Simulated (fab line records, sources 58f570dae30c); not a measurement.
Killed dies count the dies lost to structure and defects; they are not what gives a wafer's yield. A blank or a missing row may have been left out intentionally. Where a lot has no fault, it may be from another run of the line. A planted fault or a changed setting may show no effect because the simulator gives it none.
A lot that was struck, set against a sound lot / flow berkeley_cmos170 / 44 out of 331 route steps
Sound: the wafers L532.4, L532.5, L532.6. The struck wafers were L540.2, L540.4, L540.5. The cause is named last.
For every step that has rows: the tool of each side, followed by ch and its chambers, followed by its first start. Under that, the readings that differ: sound wafers / struck wafers / difference of the means / sigmas: that difference in standard deviations of wafers without a fault.
alike: readings with means less than 2 such deviations apart, plus words and numbers identical on both sides. not compared: withheld readings, readings lacking a value on some wafer, bounds such as >300 that could conceal the same value, and numbers that have no deviation in the record and whose values overlap.
A row with sigmas, a row that says differs or no value, or rows on one side alone: a step with any of these is where the two part. Non-overlapping numbers with no deviation appear without sigmas and do not part them. A reading missing from all wafers of one side parts the sides only when that side holds two or more wafers.

first, 1 step without rows for these wafers: UCB170_PLDD_IMPLANT_09.
UCB170_PLDD_STRIP_10: strips in O2.
  sound on plasma_asher-02 ch 0,1, day 8 03:47; struck on plasma_asher-03 ch 0,1, day 9 16:59
  alike: drypump_motor_current_A, oes_product_au, strip_time_to_endpoint_s
  not compared: rf_hours_counter_h
UCB170_PLDD_TW_MEAS_11:
  struck on film_metro-04, day 9 17:06; sound on film_metro-01, day 8 03:53
reading=PLDD_TW; sound=998 994 990; struck=1017 1014 1016; difference=+22; sigmas=+2
then, 7 steps without rows for these wafers: UCB170_PLDD_CLEAN_12 (cleans in SPM, time 600 s); UCB170_NLDD_HMDS_00 (prime time 60 s); UCB170_NLDD_COAT_01 (resist thk 900 nm); UCB170_NLDD_SOFTBAKE_02 (time 60 s); UCB170_NLDD_EXPOSE_03 (exposes mask NSELECT, target cd 1200 nm); UCB170_NLDD_PEB_04; UCB170_NLDD_DEVELOP_05 (develop time 45 s).
UCB170_NLDD_CD_MEAS_06: target cd 1200 nm.
  struck on cd_sem-01, day 9 18:49; sound on cd_sem-02, day 8 08:10
  alike: cd_nm
UCB170_NLDD_OVL_MEAS_07:
  struck on overlay-02, day 9 18:55; sound on overlay-02, day 8 08:15
  alike: NLDD_OVL
UCB170_NLDD_IMPLANT_08:
  sound on implanter-03 ch 0, day 8 08:20; struck on implanter-03 ch 0, day 9 18:58
reading=beam_energy_keV; sound=29.993 29.995 30.002; struck=36.599 36.607 36.592; difference=+6.603; sigmas=+99 or more
reading=model.implant.rp_nm (nm); sound=21.11 21.11 21.11; struck=24.92 24.92 24.92; difference=+3.81; sigmas=
reading=model.implant.drp_nm (nm); sound=9.611 9.611 9.611; struck=11.15 11.15 11.15; difference=+1.54; sigmas=
then, 1 step without rows for these wafers: UCB170_NLDD_IMPLANT_09.
UCB170_NLDD_STRIP_10: strips in O2.
  sound on plasma_asher-04 ch 0,1, day 8 08:36; struck on plasma_asher-04 ch 0,1, day 9 19:15
reading=strip_time_to_endpoint_s (s); sound=21.61 21.59 21.58; struck=21.48 21.44 21.45; difference=-0.14; sigmas=-2
  alike: drypump_motor_current_A, oes_product_au
  not compared: rf_hours_counter_h
UCB170_NLDD_TW_MEAS_11:
  struck on film_metro-04, day 9 19:23; sound on film_metro-04, day 8 08:42
reading=NLDD_TW; sound=2219 2219 2220; struck=2279 2290 2300; difference=+70; sigmas=+3
then, 1 step without rows for these wafers: UCB170_NLDD_CLEAN_12 (cleans in SPM, time 600 s).
UCB170_SPACER_CVD_00: deposits SiO2 from TEOS/O2, target thk 376 nm, time 47 s.
  sound on pecvd-02 ch 0,1,2, day 8 08:55; struck on pecvd-02 ch 0,1, day 9 19:56
  alike: heater_power_w
UCB170_SPACER_THK_MEAS_01:
  struck on film_metro-01, day 9 19:59; sound on film_metro-02, day 8 08:59
  alike: SPACER_TEOS_THK
then, 1 step without rows for these wafers: UCB170_SPACER_ANNEAL_02 (time 1800 s).
UCB170_SPACER_ETCHBACK_03: etches SiO2 in CHF3/CF4/Ar, stops on Si, target depth 376 nm, time 100 s.
  sound on rie_diel-03 ch 0,3, day 8 13:50; struck on rie_diel-03 ch 1,2, day 9 22:59
  alike: CHF3_flow_sccm, cf4_flow_sccm, drypump_motor_current_A, oes_product_au, throttle_valve_pct
  not compared: rf_hours_counter_h
then, 6 steps without rows for these wafers: UCB170_PSD_HMDS_00 (prime time 60 s); UCB170_PSD_COAT_01 (resist thk 900 nm); UCB170_PSD_SOFTBAKE_02 (time 60 s); UCB170_PSD_EXPOSE_03 (exposes mask PSELECT MOD, target cd 1200 nm); UCB170_PSD_PEB_04; UCB170_PSD_DEVELOP_05 (develop time 45 s).
UCB170_PSD_CD_MEAS_06: target cd 1200 nm.
  struck on cd_sem-02, day 10 01:10; sound on cd_sem-02, day 8 15:26
  alike: cd_nm
UCB170_PSD_OVL_MEAS_07:
  struck on overlay-02, day 10 01:16; sound on overlay-02, day 8 15:31
  alike: PSD_OVL
then, 1 step without rows for these wafers: UCB170_PSD_IMPLANT_08.
UCB170_PSD_STRIP_09: strips in O2.
  sound on plasma_asher-02 ch 0,1, day 8 15:43; struck on plasma_asher-03 ch 0, day 10 01:26
reading=drypump_motor_current_A (A); sound=6.2 6.2 6.4; struck=5.2 5.2 5.1; difference=-1.1; sigmas=-2
  alike: oes_product_au, strip_time_to_endpoint_s
  not compared: rf_hours_counter_h
UCB170_PSD_TW_MEAS_10:
  struck on film_metro-04, day 10 01:33; sound on film_metro-03, day 8 15:49
  alike: PSD_TW
then, 7 steps without rows for these wafers: UCB170_PSD_CLEAN_11 (cleans in SPM, time 600 s); UCB170_NSD_HMDS_00 (prime time 60 s); UCB170_NSD_COAT_01 (resist thk 900 nm); UCB170_NSD_SOFTBAKE_02 (time 60 s); UCB170_NSD_EXPOSE_03 (exposes mask NSELECT MOD, target cd 1200 nm); UCB170_NSD_PEB_04; UCB170_NSD_DEVELOP_05 (develop time 45 s).
UCB170_NSD_CD_MEAS_06: target cd 1200 nm.
  struck on cd_sem-02, day 10 03:34; sound on cd_sem-02, day 8 18:37
  alike: cd_nm
UCB170_NSD_OVL_MEAS_07:
  struck on overlay-02, day 10 03:41; sound on overlay-02, day 8 18:42
  alike: NSD_OVL
then, 1 step without rows for these wafers: UCB170_NSD_IMPLANT_08.
UCB170_SDANNEAL_RS_MEAS_05: measures by four-point-probe.
  struck on film_metro-04, day 10 05:48; sound on film_metro-04, day 8 20:47
reading=NLDD_RS (ohm/sq); sound=615.7 617.5 614.6; struck=584.4 585.4 582.8; difference=-31.7; sigmas=-24
UCB170_M3_PROBE_99:
  only the struck wafers here have rows in the record (prober-02, day 11 07:32); the sound ones have none

== WHERE THEY PART ==
At UCB170_PLDD_TW_MEAS_11 first; at UCB170_M3_PROBE_99 last (within this record only).

WHY: the cause the simulator had injected
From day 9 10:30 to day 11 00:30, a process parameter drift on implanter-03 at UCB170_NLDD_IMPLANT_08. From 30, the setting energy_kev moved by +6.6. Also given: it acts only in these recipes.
